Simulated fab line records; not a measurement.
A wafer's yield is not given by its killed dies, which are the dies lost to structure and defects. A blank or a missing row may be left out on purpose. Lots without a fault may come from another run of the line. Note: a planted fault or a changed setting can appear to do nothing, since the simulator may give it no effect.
Which tool did it? | flow berkeleyCmos170 | 21 wafers from 7 lots sampled at 2 of the route's 331 steps

== WHAT EACH GAUGE READ, for each wafer ==
UCB170_WELLDRIVE_THK_MEAS_02.
lot  | measured    | on           | WELLDRIVE_OXIDE_THK (nm)
L717 | day 4 00:11 | filmMetro-01 | 194 197 195
L718 | day 4 16:39 | filmMetro-01 | 195 197 198
L721 | day 5 03:11 | filmMetro-03 | 202 203 202
L726 | day 6 08:11 | filmMetro-01 | 142 141 143
L733 | day 8 00:05 | filmMetro-01 | 204 198 202
L735 | day 8 15:11 | filmMetro-01 | 193 193 192
L737 | day 8 15:11 | filmMetro-04 | 201 202 199

== WHICH TOOL RAN EACH LOT (tool, then ch and the chambers of the sampled wafers, then the start) ==
lot  | UCB170_WELLDRIVE_OXIDATION_01
L717 | furnace-02 ch 0, day 3 20:41
L718 | furnace-02 ch 0, day 4 13:08
L721 | furnace-02 ch 0, day 4 23:38
L726 | furnace-02 ch 0, day 6 04:41
L733 | furnace-01 ch 0, day 7 20:35
L735 | furnace-01 ch 0, day 8 11:41
L737 | furnace-01 ch 0, day 8 11:41
- UCB170_WELLDRIVE_OXIDATION_01: target thk 199 nm, ox time 9000 s.

== THE ANSWER, worked out from the rows above alone ==
Rule: what is usual is taken from the lots themselves. Put in order of their means at a reading, lots are off if they are a third of the lots or fewer, leave a main group of 4 or more, and stand apart from it by a gap of 3 or more times the standard deviation of the main group's means; of several such gaps the widest counts. Not used: any main group whose means are identical at the precision the tables above print for the reading. Also off: a lot with no number at a reading for which 4 or more lots have one. The other lots that the step has rows for count as sound.
Off: at UCB170_WELLDRIVE_THK_MEAS_02 (WELLDRIVE_OXIDE_THK), L726. For the main group the mean is 198 nm and the standard deviation 3.5.
A tool fits if, at a process step before that reading, it ran every lot that is off, and no sound lot after the first of them. The gauges at UCB170_WELLDRIVE_THK_MEAS_02 are tried like those tools. One candidate fits, namely furnace-02 at UCB170_WELLDRIVE_OXIDATION_01. Its last sound lot is L721 (day 4 23:38), its first lot that is off L726 (day 6 04:41): a fault that began between those two fits.

== WHAT HAD BEEN PUT IN BY THE SIMULATOR ==
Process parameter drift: furnace-02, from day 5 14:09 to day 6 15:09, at UCB170_WELLDRIVE_OXIDATION_01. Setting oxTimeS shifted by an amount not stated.
Lots struck among those shown: L726. The rule above found the same.
